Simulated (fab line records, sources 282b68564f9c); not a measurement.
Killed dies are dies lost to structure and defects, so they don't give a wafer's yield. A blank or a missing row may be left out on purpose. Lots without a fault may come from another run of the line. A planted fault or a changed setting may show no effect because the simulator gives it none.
Tool commonality check | flow rit_cmos | 15 lots, 45 wafers sampled

WHY IT WAS OPENED
At RIT_WELLDRIVE_RS_MEAS_01 the reading NWELL_RS is flagged on 3 of 15 lots. Wafers without a fault read 275.9 ohm/sq, standard deviation 0.65.
Rule: a lot is flagged when every wafer of it that has a number lies more than 4 standard deviations from that mean, or none has a number. The other lots count as sound.

lot  | measured    | on            | NWELL_RS (ohm/sq), wafer by wafer | flag
L327 | day 2 05:51 | film_metro-01 | 276.0 275.3 275.5                 |
L328 | day 2 10:55 | film_metro-01 | 275.7 276.1 275.2                 |
L329 | day 2 14:27 | film_metro-03 | 275.6 275.3 275.3                 |
L330 | day 2 18:43 | film_metro-02 | 275.1 275.2 274.9                 |
L331 | day 3 08:22 | film_metro-01 | 300.3 300.9 301.0                 | FLAGGED
L332 | day 3 13:27 | film_metro-02 | 300.4 300.9 301.6                 | FLAGGED
L333 | day 3 19:52 | film_metro-01 | 301.5 301.2 300.3                 | FLAGGED
L335 | day 4 01:55 | film_metro-03 | 277.2 276.9 276.4                 |
L342 | day 5 09:42 | film_metro-01 | 274.4 275.5 275.1                 |
L343 | day 5 14:48 | film_metro-03 | 276.9 277.2 277.1                 |
L345 | day 5 23:06 | film_metro-03 | 276.2 275.4 275.5                 |
L346 | day 6 06:42 | film_metro-03 | 277.1 276.2 276.4                 |
L347 | day 6 10:29 | film_metro-01 | 275.4 275.6 275.8                 |
L349 | day 6 19:26 | film_metro-02 | 276.0 275.4 276.3                 |
L350 | day 7 01:03 | film_metro-01 | 276.2 276.1 275.7                 |
The numbers of the flagged lots are 300.9 ohm/sq on average: +25.0 ohm/sq against the usual, or +38 standard deviations.

WHICH TOOL RAN EACH LOT
The record holds 1 process step before the reading, out of a route of 202 steps. In each cell: the tool, then ch and the chambers that the sampled wafers went through, then the start.
lot  | flag    | RIT_WELLDRIVE_ANNEAL_00
L327 |         | furnace-03 ch 0, day 2 00:45
L328 |         | furnace-03 ch 0, day 2 05:50
L329 |         | furnace-01 ch 0, day 2 09:22
L330 |         | furnace-04 ch 0, day 2 13:38
L331 | FLAGGED | furnace-01 ch 0, day 3 03:17
L332 | FLAGGED | furnace-01 ch 0, day 3 08:22
L333 | FLAGGED | furnace-01 ch 0, day 3 14:46
L335 |         | furnace-03 ch 0, day 3 20:50
L342 |         | furnace-04 ch 0, day 5 04:37
L343 |         | furnace-04 ch 0, day 5 09:42
L345 |         | furnace-04 ch 0, day 5 18:01
L346 |         | furnace-03 ch 0, day 6 01:37
L347 |         | furnace-04 ch 0, day 6 05:24
L349 |         | furnace-04 ch 0, day 6 14:19
L350 |         | furnace-01 ch 0, day 6 19:56
What these steps do:
- RIT_WELLDRIVE_ANNEAL_00: time 14700 s.
- RIT_WELLDRIVE_RS_MEAS_01: measures by four-point-probe.

FLAGGED OVER TOTAL, TOOL BY TOOL (the gauges that took the reading come last)
step                     | tool          | lots run | flagged | share of the flagged lots | sound lots run after its first flagged lot
RIT_WELLDRIVE_ANNEAL_00  | furnace-01    | 5        | 3       | all                       | 1 (L350)
RIT_WELLDRIVE_ANNEAL_00  | furnace-03    | 4        | 0       | none                      | -
RIT_WELLDRIVE_ANNEAL_00  | furnace-04    | 6        | 0       | none                      | -
RIT_WELLDRIVE_RS_MEAS_01 | film_metro-01 | 7        | 2       | some                      | 3 (L342,L347,L350)
RIT_WELLDRIVE_RS_MEAS_01 | film_metro-02 | 3        | 1       | some                      | 1 (L349)
RIT_WELLDRIVE_RS_MEAS_01 | film_metro-03 | 5        | 0       | none                      | -

WHAT THE TABLE ALLOWS
1 row of the table ran every flagged lot: furnace-01 at RIT_WELLDRIVE_ANNEAL_00.
- furnace-01 at RIT_WELLDRIVE_ANNEAL_00: 3 of its 5 lots flagged. Sound lots ran on it after the first flagged one (L350), which a lasting fault on the whole tool wouldn't allow. Its own readings lie more than 4 standard deviations out on every wafer of the flagged lots: run_length_s.
No row of the table ran every flagged lot and no sound lot after the first.

WHAT THE SIMULATOR HAD PUT IN
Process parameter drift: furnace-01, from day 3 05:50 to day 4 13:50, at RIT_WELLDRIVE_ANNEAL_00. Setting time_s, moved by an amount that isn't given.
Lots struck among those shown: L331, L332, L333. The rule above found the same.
